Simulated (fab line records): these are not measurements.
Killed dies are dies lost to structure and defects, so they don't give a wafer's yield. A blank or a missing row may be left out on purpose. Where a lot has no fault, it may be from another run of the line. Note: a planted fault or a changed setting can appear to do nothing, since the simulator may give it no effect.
The tool behind it: which one? / flow berkeley-cmos170 / route of 331 steps, sampled at 1 step: 7 lots, 21 wafers

## WHAT THE GAUGES SHOWED, per wafer
UCB170_START_THK_MEAS_03.
lot=L862; measured=day 2 00:14; on=film-metro-03; START_OXIDE_THK (nm)=20.4 20.2 20.0
lot=L864; measured=day 2 09:46; on=film-metro-03; START_OXIDE_THK (nm)=19.8 19.9 19.8
lot=L867; measured=day 3 01:31; on=film-metro-03; START_OXIDE_THK (nm)=20.4 20.4 20.3
lot=L875; measured=day 4 17:55; on=film-metro-03; START_OXIDE_THK (nm)=19.9 19.7 19.5
lot=L878; measured=day 5 07:11; on=film-metro-01; START_OXIDE_THK (nm)=19.9 20.4 20.4
lot=L881; measured=day 5 22:41; on=film-metro-03; START_OXIDE_THK (nm)=19.4 19.2 19.0
lot=L882; measured=day 6 11:18; on=film-metro-03; START_OXIDE_THK (nm)=19.5 19.5 19.5

## WHAT TOOL EACH LOT RAN ON (gives the tool, then ch and the chambers of the sampled wafers, and finally the start)
Before these readings, the record contains no process step.

## THE ANSWER, worked out from the rows above alone
Rule: the usual values come from the lots themselves. Put in order of their means at a reading, lots are off if they are a third of the lots or fewer, leave a main group of 4 or more, and stand apart from it by a gap of 3 or more times the standard deviation of the main group's means; of several such gaps the widest counts. A main group whose means are all the same, to the digits that the tables above print for the reading, isn't used. A lot without any number at a reading at which 4 lots or more have one is off too. The other lots that the step has rows for count as sound.
None of the lots is off at any reading shown; this tells nothing.

## WHAT THE SIMULATOR HAD PUT IN
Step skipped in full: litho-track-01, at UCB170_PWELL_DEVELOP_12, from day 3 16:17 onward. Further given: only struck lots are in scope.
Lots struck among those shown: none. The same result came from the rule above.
